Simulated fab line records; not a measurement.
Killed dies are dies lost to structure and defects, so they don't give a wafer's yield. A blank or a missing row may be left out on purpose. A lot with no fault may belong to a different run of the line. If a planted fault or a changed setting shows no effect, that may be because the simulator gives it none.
fab line records ; flow berkeley_cmos170
record lots=6; wafers=18; last_day=13
route steps=331 shown NLDD@159 SPACER@171 PSD@175 M3@331
lots that met no fault: taken from a fault-free run of the same line
start_h: the number of hours between the record's first day and the start of the first shown wafer of the lot ; wait_h: hours from the lot's prior step to this one ; " identical to the entry in the row above ; L1.1+2: one row covering several wafers at once ; - value missing, or start not given ; * or withheld: withheld ; < > ~ a bound
route shown NAME@n: NAME is a module with steps in the file, n the number in the route of the first one ; usual: mean and standard deviation over wafers with no fault ; same: alike in all rows ; chamber/n: place in a boat ; sites: per-site readings ; _std_site: their standard deviation ; _edge_site: the outer-site mean with the inner-site mean subtracted ; radius_mm: for every site, how far away it sits from the centre of the wafer ; mask NAME#n: copy n ; behind: tool/chamber where the wafer was last shaped ; hold: the reason the lot was held/the length of the hold in hours/how it ended ; device: the n, p or np transistor that did not switch ; end of line: the route-end tests of the same wafers ; a step given without rows: its recipe and nothing more ; killed: dies lost to structure and defects at the first sort, not the wafer's yield ; map: shows each die of a wafer: x if killed, . if not, _ if none is there
set.NAME: setting as actually run; set.NAME@STEP: the setting as run at that earlier step ; model.NAME: the simulator's own value behind a step, which no gauge read
certain route steps with their lots: each step a table, each wafer a row
services: a tool's chamber out of use, with start hour (start_h, from the record's first day; less than 0 if before it), hours out, and reason
## steps
# step UCB170_NLDD_COAT_01
# recipe resist=KrF; spin_rpm=1500; resist_thk_nm=900
# step UCB170_NLDD_SOFTBAKE_02
# recipe resist=KrF; temp_c=130; time_s=60
# step UCB170_NLDD_EXPOSE_03
# recipe mask_id=NSELECT; na=0.5; sigma_outer=0.6; source_shape=conventional; target_cd_nm=1200; dose_mj=30
# step UCB170_NLDD_PEB_04
# recipe peb_temp_c=130; peb_time_s=withheld; resist=KrF
# step UCB170_NLDD_DEVELOP_05
# recipe developer=TMAH; develop_time_s=45; resist=KrF; dev_temp_c=21
# step UCB170_NLDD_CD_MEAS_06
# recipe target_cd_nm=1200
# usual cd_nm=1199.5/1.6
lot.wafer;tool;chamber;start_h;wait_h;cd_nm
L766.4;cd_sem-01;-;140.98;-;1198.0
L766.5;cd_sem-01;-;140.98;-;1200.7
L766.6;cd_sem-01;-;140.98;-;1200.2
L767.1;cd_sem-02;-;151.03;-;1197.3
L767.3;cd_sem-02;-;151.03;-;1196.8
L767.4;cd_sem-02;-;151.03;-;1196.3
L769.1;cd_sem-01;-;182.01;-;1199.2
L769.3;cd_sem-01;-;182.01;-;1200.0
L769.6;cd_sem-01;-;182.01;-;1199.3
L783.3;cd_sem-02;-;248.28;-;1198.8
L783.5;cd_sem-02;-;248.28;-;1199.1
L783.6;cd_sem-02;-;248.28;-;1199.3
L786.1;cd_sem-01;-;254.79;-;1196.0
L786.4;cd_sem-01;-;254.79;-;1197.5
L786.5;cd_sem-01;-;254.79;-;1197.3
L788.3;cd_sem-01;-;269.89;-;1198.4
L788.4;cd_sem-01;-;269.89;-;1197.8
L788.5;cd_sem-01;-;269.89;-;1198.0
# step UCB170_NLDD_OVL_MEAS_07
# usual NLDD_OVL=0/5.2
lot.wafer;tool;chamber;start_h;wait_h;NLDD_OVL[nm]
L766.4;overlay-02;-;141.06;0.1;-7
L766.5;overlay-02;-;141.06;0.1;-7
L766.6;overlay-02;-;141.06;0.1;-13
L767.1;overlay-01;-;151.15;0.1;1
L767.3;overlay-01;-;151.15;0.1;-5
L767.4;overlay-01;-;151.15;0.1;1
L769.1;overlay-01;-;182.13;0.1;3
L769.3;overlay-01;-;182.13;0.1;9
L769.6;overlay-01;-;182.13;0.1;11
L783.3;overlay-02;-;248.37;0.1;1
L783.5;overlay-02;-;248.37;0.1;3
L783.6;overlay-02;-;248.37;0.1;2
L786.1;overlay-01;-;254.91;0.1;8
L786.4;overlay-01;-;254.91;0.1;9
L786.5;overlay-01;-;254.91;0.1;2
L788.3;overlay-01;-;269.98;0.1;-3
L788.4;overlay-01;-;269.98;0.1;-4
L788.5;overlay-01;-;269.98;0.1;-5
# step UCB170_NLDD_IMPLANT_08
# recipe species=As; dose_cm2=5e+13; energy_kev=30; tilt_deg=7; rotation_deg=0
# step UCB170_NLDD_IMPLANT_09
# recipe species=As; dose_cm2=5e+13; energy_kev=30; tilt_deg=7; rotation_deg=180
# step UCB170_NLDD_STRIP_10
# recipe chemistry=O2; power_w=400; pressure_mtorr=3500; platen_temp_c=withheld; o2_flow_sccm=400; overash_fraction=0.5
# usual drypump_motor_current_A=6.09/0.25; oes_product_au=0.734/0.0051; strip_time_to_endpoint_s=21.60/0.066
lot.wafer;tool;chamber;start_h;wait_h;drypump_motor_current_A;oes_product_au;rf_hours_counter_h;strip_time_to_endpoint_s
L766.4;plasma_asher-02;0;141.41;0.1;6.22;0.733;-;21.45
L766.5;plasma_asher-02;1;141.41;0.1;5.70;0.729;-;21.47
L766.6;plasma_asher-02;0;141.41;0.1;6.23;0.726;-;21.45
L767.1;plasma_asher-02;0;151.49;0.1;6.23;0.734;37;21.44
L767.3;plasma_asher-02;0;151.49;0.1;6.20;0.729;-;21.52
L767.4;plasma_asher-02;1;151.49;0.1;5.70;0.730;-;21.54
L769.1;plasma_asher-02;1;182.46;0.1;5.71;0.730;39;21.54
L769.3;plasma_asher-02;0;182.46;0.1;6.23;0.739;-;21.57
L769.6;plasma_asher-02;0;182.46;0.1;6.22;0.737;-;21.55
L783.3;plasma_asher-02;0;248.73;0.1;6.20;0.737;-;21.58
L783.5;plasma_asher-02;0;248.73;0.1;6.22;0.731;-;21.56
L783.6;plasma_asher-02;1;248.73;0.1;5.71;0.733;-;21.63
L786.1;plasma_asher-02;1;255.25;0.1;5.68;0.736;47;21.52
L786.4;plasma_asher-02;0;255.25;0.1;6.20;0.739;-;21.52
L786.5;plasma_asher-02;1;255.25;0.1;5.68;0.726;-;21.54
L788.3;plasma_asher-02;0;270.34;0.1;6.20;0.724;-;21.62
L788.4;plasma_asher-02;1;270.34;0.1;5.69;0.743;-;21.63
L788.5;plasma_asher-02;1;270.34;0.1;5.69;0.736;-;21.61
# step UCB170_NLDD_TW_MEAS_11
# usual NLDD_TW=2206/15
lot.wafer;tool;chamber;start_h;wait_h;NLDD_TW
L766.4;film_metro-04;-;141.63;0.2;2217
L766.5;film_metro-04;-;141.63;0.2;2207
L766.6;film_metro-04;-;141.63;0.2;2204
L767.1;film_metro-01;-;151.59;0.1;2191
L767.3;film_metro-01;-;151.59;0.1;2195
L767.4;film_metro-01;-;151.59;0.1;2191
L769.1;film_metro-01;-;182.56;0.1;2188
L769.3;film_metro-01;-;182.56;0.1;2189
L769.6;film_metro-01;-;182.56;0.1;2194
L783.3;film_metro-02;-;248.81;0.1;2215
L783.5;film_metro-02;-;248.81;0.1;2219
L783.6;film_metro-02;-;248.81;0.1;2224
L786.1;film_metro-04;-;255.35;0.1;2221
L786.4;film_metro-04;-;255.35;0.1;2223
L786.5;film_metro-04;-;255.35;0.1;2220
L788.3;film_metro-01;-;270.43;0.1;2208
L788.4;film_metro-01;-;270.43;0.1;2209
L788.5;film_metro-01;-;270.43;0.1;2196
# step UCB170_NLDD_CLEAN_12
# recipe chemistry=SPM; temp_c=120; time_s=600
# step UCB170_SPACER_CVD_00
# recipe material=SiO2; target_thk_nm=376; temp_c=390; precursor=TEOS/O2; time_s=47; rf_w=550; pressure_mtorr=9000
# usual heater_power_w=282/47; run_length_s=75.0/0.65
lot.wafer;tool;chamber;start_h;wait_h;heater_power_w;run_length_s;model.SiO2_of_SPACER_CVD_00.thk_nm
L766.4;pecvd-02;2;142.94;0.1;316;74.8;384.1
L766.5;pecvd-02;1;142.94;0.1;269;74.9;379.9
L766.6;pecvd-02;0;142.94;0.1;337;75.2;381
L767.1;pecvd-04;1;151.82;0.0;214;75.8;375.1
L767.3;pecvd-04;2;151.82;0.0;266;75.1;371.4
L767.4;pecvd-04;0;151.82;0.0;281;74.6;380.8
L769.1;pecvd-02;0;182.80;0.0;384;75.2;369
L769.3;pecvd-02;1;182.80;0.0;342;74.8;370.3
L769.6;pecvd-02;1;182.80;0.0;358;75.5;380.8
L783.3;pecvd-04;2;249.03;0.0;213;75.2;376
L783.5;pecvd-04;1;249.03;0.0;256;75.7;380.4
L783.6;pecvd-04;0;249.03;0.0;199;74.3;377.9
L786.1;pecvd-02;1;255.58;0.0;365;78.2;397.6
L786.4;pecvd-02;1;255.58;0.0;276;77.7;405.9
L786.5;pecvd-02;0;255.58;0.0;333;79.0;404.2
L788.3;pecvd-02;0;270.64;0.0;322;79.0;394.8
L788.4;pecvd-02;1;270.64;0.0;357;77.8;403.5
L788.5;pecvd-02;0;270.64;0.0;345;78.1;399.9
# step UCB170_SPACER_THK_MEAS_01
# recipe reads=SiO2_of_SPACER_CVD_00
# usual SPACER_TEOS_THK=376/4
lot.wafer;tool;chamber;start_h;wait_h;SPACER_TEOS_THK[nm]
L766.4;film_metro-03;-;142.99;0.0;385
L766.5;film_metro-03;-;142.99;0.0;380
L766.6;film_metro-03;-;142.99;0.0;381
L767.1;film_metro-04;-;151.87;0.0;375
L767.3;film_metro-04;-;151.87;0.0;372
L767.4;film_metro-04;-;151.87;0.0;381
L769.1;film_metro-04;-;182.84;0.0;369
L769.3;film_metro-04;-;182.84;0.0;370
L769.6;film_metro-04;-;182.84;0.0;381
L783.3;film_metro-04;-;249.09;0.0;376
L783.5;film_metro-04;-;249.09;0.0;380
L783.6;film_metro-04;-;249.09;0.0;378
L786.1;film_metro-03;-;255.63;0.0;398
L786.4;film_metro-03;-;255.63;0.0;406
L786.5;film_metro-03;-;255.63;0.0;404
L788.3;film_metro-04;-;270.70;0.0;395
L788.4;film_metro-04;-;270.70;0.0;404
L788.5;film_metro-04;-;270.70;0.0;400
# step UCB170_SPACER_ANNEAL_02
# recipe temp_c=900; time_s=1800; ambient=N2
# step UCB170_SPACER_ETCHBACK_03
# recipe stop_on=Si; target=SiO2; chemistry=CHF3/CF4/Ar; CHF3_flow_sccm=50; cf4_flow_sccm=10; Ar_flow_sccm=120; pressure_mtorr=200; rf_w=500; target_depth_a=3760; time_s=100
# usual drypump_motor_current_A=5.7/0.53; mfc_ar_sccm=120.0/0.32; oes_product_au=0.904/0.013; throttle_valve_pct=6.42/0.11
lot.wafer;tool;chamber;start_h;wait_h;drypump_motor_current_A;mfc_ar_sccm;oes_product_au;rf_hours_counter_h;throttle_valve_pct;model.etch.depth_nm
L766.4;rie_diel-03;0;150.81;0.0;5.7;120.2;0.918;133;6.50;384.1
L766.5;rie_diel-03;0;150.81;0.0;5.7;120.0;0.910;-;6.49;379.9
L766.6;rie_diel-03;3;150.81;0.0;5.0;120.1;0.926;-;6.48;381
L767.1;rie_diel-02;1;162.47;0.0;5.9;119.9;0.899;69;6.42;375.1
L767.3;rie_diel-02;2;162.47;0.0;6.1;119.5;0.901;4;6.62;371.4
L767.4;rie_diel-02;0;162.47;0.0;5.5;120.1;0.912;132;6.31;380.8
L769.1;rie_diel-04;0;187.21;0.0;6.0;119.5;0.884;75;6.28;369
L769.3;rie_diel-04;2;187.21;0.0;5.7;119.9;0.898;16;6.40;370.3
L769.6;rie_diel-04;0;187.21;0.0;6.0;119.2;0.908;-;6.28;380.8
L783.3;rie_diel-04;0;255.34;0.0;6.0;119.7;0.895;78;6.27;376
L783.5;rie_diel-04;3;255.34;0.0;6.6;120.0;0.902;-;6.57;380.4
L783.6;rie_diel-04;0;255.34;0.0;6.0;119.8;0.897;-;6.28;377.9
L786.1;rie_diel-02;2;262.76;0.0;6.1;119.8;0.946;8;6.64;397.6
L786.4;rie_diel-02;1;262.76;0.0;5.9;120.2;0.963;-;6.42;405.9
L786.5;rie_diel-02;2;262.76;0.0;6.1;120.1;0.958;-;6.65;404.2
L788.3;rie_diel-03;1;277.54;0.0;5.1;119.9;0.936;103;6.42;394.8
L788.4;rie_diel-03;2;277.54;0.0;5.3;119.8;0.948;30;6.31;403.5
L788.5;rie_diel-03;2;277.54;0.0;5.4;119.7;0.942;-;6.29;399.9
# step UCB170_PSD_HMDS_00
# recipe prime_time_s=60; prime_temp_c=100
# step UCB170_M3_PROBE_99
lot.wafer;tool;chamber;start_h;wait_h;model.etest.pplus_sal.width_nm;model.etest.nplus_sal.width_nm;model.etest.nmos_0p35.r_on_ohm_um;model.etest.field_p_metal.vt_v;model.etest.field_n_metal.vt_v;model.etest.pplus_sal.line_ohm_um;model.etest.nplus_sal.line_ohm_um
L766.4;prober-01;-;176.65;0.2;668.1;668.7;1508;-60.83;53.47;5.629;5.425
L766.5;prober-01;-;176.70;0.2;692.7;695.3;1506;-59.79;52.6;5.367;5.251
L766.6;prober-01;-;176.75;0.2;683.5;683.4;1483;-59.87;52.6;5.362;5.347
L767.1;prober-01;-;188.33;0.1;727.2;727;1432;-59.14;51.73;5.097;4.913
L767.3;prober-01;-;188.43;0.2;698.2;699;1450;-60.16;52.8;5.229;5.112
L767.4;prober-01;-;188.48;0.2;687.7;685.7;1478;-61.24;53.48;5.378;5.268
L769.1;prober-02;-;219.88;0.1;714.2;719;1445;-59.73;52.53;5.153;4.987
L769.3;prober-02;-;219.98;0.2;710.8;709.5;1455;-59.45;52.41;5.253;5.078
L769.6;prober-02;-;220.13;0.2;696.2;695.3;1487;-59.71;52.38;5.262;5.236
L783.3;prober-02;-;282.71;0.2;701.6;702;1482;-60.11;53.17;5.308;5.152
L783.5;prober-02;-;282.81;0.2;688.6;690.3;1486;-60.28;53.35;5.357;5.305
L783.6;prober-02;-;282.86;0.2;704.3;706.4;1495;-59.77;53.06;5.24;5.128
L786.1;prober-01;-;294.55;0.1;655.8;653.8;1490;-61.46;54.2;5.655;5.534
L786.4;prober-01;-;294.70;0.2;662;660.1;1505;-60.67;53.74;5.485;5.435
L786.5;prober-01;-;294.75;0.2;646.7;645.8;1482;-61.27;54.08;5.711;5.545
L788.3;prober-02;-;311.01;0.2;678.8;678.5;1485;-60;52.93;5.5;5.304
L788.4;prober-02;-;311.06;0.2;684.5;689.2;1506;-58.91;52.22;5.273;5.292
L788.5;prober-02;-;311.11;0.2;694.8;697.3;1480;-58.79;52.08;5.245;5.251
# killed by level:class
L766.4 SILICIDE:geometric_particle:open=2 GATE:geometric_particle:short=1 GATE:geometric_particle:open=1
L766.5 GATE:geometric_particle:open=1 SILICIDE:geometric_particle:open=1
L766.6 SPACER:geometric_particle:open=1 SILICIDE:geometric_particle:open=1 CONTACT:geometric_particle:short=1
L767.1 WELLDRIVE:geometric_particle:short=1 GATE:geometric_particle:short=1
L767.3 SILICIDE:geometric_particle:open=1 M1:geometric_particle:short=1 V1:geometric_particle:short=1 V2:geometric_particle:open=1
L767.4 START:geometric_particle:short=1 GATE:geometric_particle:open=1 GATE:geometric_particle:short=1 SPACER:geometric_particle:open=1 M2:geometric_particle:open=1 V2:geometric_particle:open=1
L769.1 FIELD:geometric_particle:short=1 SPACER:geometric_particle:open=1
L769.3 ACTIVE:area_etch=2 SPACER:geometric_particle:short=1
L769.6 FIELD:geometric_particle:short=1 V1:geometric_particle:open=1 ACTIVE:area_etch=1
L783.3 SILICIDE:geometric_particle:open=2 GATE:geometric_particle:short=1
L783.5 GATE:geometric_particle:open=2 ACTIVE:geometric_particle:short=1 V1:geometric_particle:short=1
L783.6 M2:geometric_particle:short=1
L786.1 GATE:geometric_particle:short=1 GATE:geometric_particle:open=1
L786.4 SPACER:geometric_particle:open=1 CONTACT:geometric_particle:open=1 V1:geometric_particle:short=1 V1:geometric_particle:open=1 M2:geometric_particle:short=1 V2:geometric_particle:open=1
L786.5 SPACER:area_etchback=3 GATE:geometric_particle:short=1 M1:geometric_particle:short=1
## services
tool;chamber;start_h;hours;kind
pecvd-04;2;123.21;5.9;repair
rie_diel-04;3;134.02;-;clean
rie_diel-04;3;134.02;18.9;scheduled_down
rie_diel-04;3;134.02;18.9;vent_cycle
pecvd-04;-;135.50;14.0;pm
pecvd-04;0;135.50;14.0;vent_cycle
pecvd-04;1;135.50;14.0;vent_cycle
pecvd-04;2;135.50;14.0;vent_cycle
pecvd-04;0;149.50;-;clean
pecvd-04;1;149.50;-;clean
pecvd-04;2;149.50;-;clean
rie_diel-03;3;181.73;14.2;repair
rie_diel-03;1;186.50;8.4;repair
pecvd-02;-;222.29;14.6;pm
rie_diel-04;1;233.77;4.9;repair
rie_diel-03;0;253.65;-;clean
rie_diel-03;0;253.65;23.2;scheduled_down
rie_diel-03;0;253.65;23.2;vent_cycle
rie_diel-02;0;254.06;7.2;repair
rie_diel-02;0;261.27;-;clean
rie_diel-02;0;261.27;16.4;scheduled_down
rie_diel-02;0;261.27;16.4;vent_cycle
rie_diel-04;1;265.73;-;clean
rie_diel-04;1;265.73;13.3;scheduled_down
## key
first_sign step=UCB170_SPACER_CVD_00; reading=run_length_s; direction=up; sigmas=5.1; usual=*; struck=*
effect step=UCB170_SPACER_THK_MEAS_01; reading=SPACER_TEOS_THK; direction=up; sigmas=6.3; usual=376; struck=401
effect step=UCB170_SPACER_ETCHBACK_03; reading=oes_product_au; direction=up; sigmas=3.6; usual=0.904; struck=0.949
model_effect step=UCB170_SPACER_CVD_00; value=SiO2_of_SPACER_CVD_00.thk_nm; without=378.2; struck=401
model_effect step=UCB170_SPACER_ETCHBACK_03; value=etch.depth_nm; without=378.2; struck=401
model_effect step=UCB170_M3_PROBE_99; value=etest.pplus_sal.width_nm; without=715.9; struck=670.4
met_at UCB170_SPACER_CVD_00
struck_wafers L786.1,L786.4,L786.5,L788.3,L788.4,L788.5
sort_left_out L788.3,L788.4,L788.5
tester_left_out L786,L788
onset_between 182.80 255.58
fault kind=process_parameter_drift; tool=pecvd-02; chamber=-; onset_h=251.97; steps=UCB170_SPACER_CVD_00; channel=time_s; offset=*; shape=step; end_h=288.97; acts_in=*; stated=*
# tester_left_out: of these lots the tester's yield and bins aren't shown, on N5 and GAA mostly nor the transistor test; their killed dies are dies lost to structure and defects alone, not to doping, threshold or leakage, so they don't give the yield
# sort_left_out: the simulated sort isn't trusted on such a fault, so these wafers' sort isn't shown, and their yield isn't known
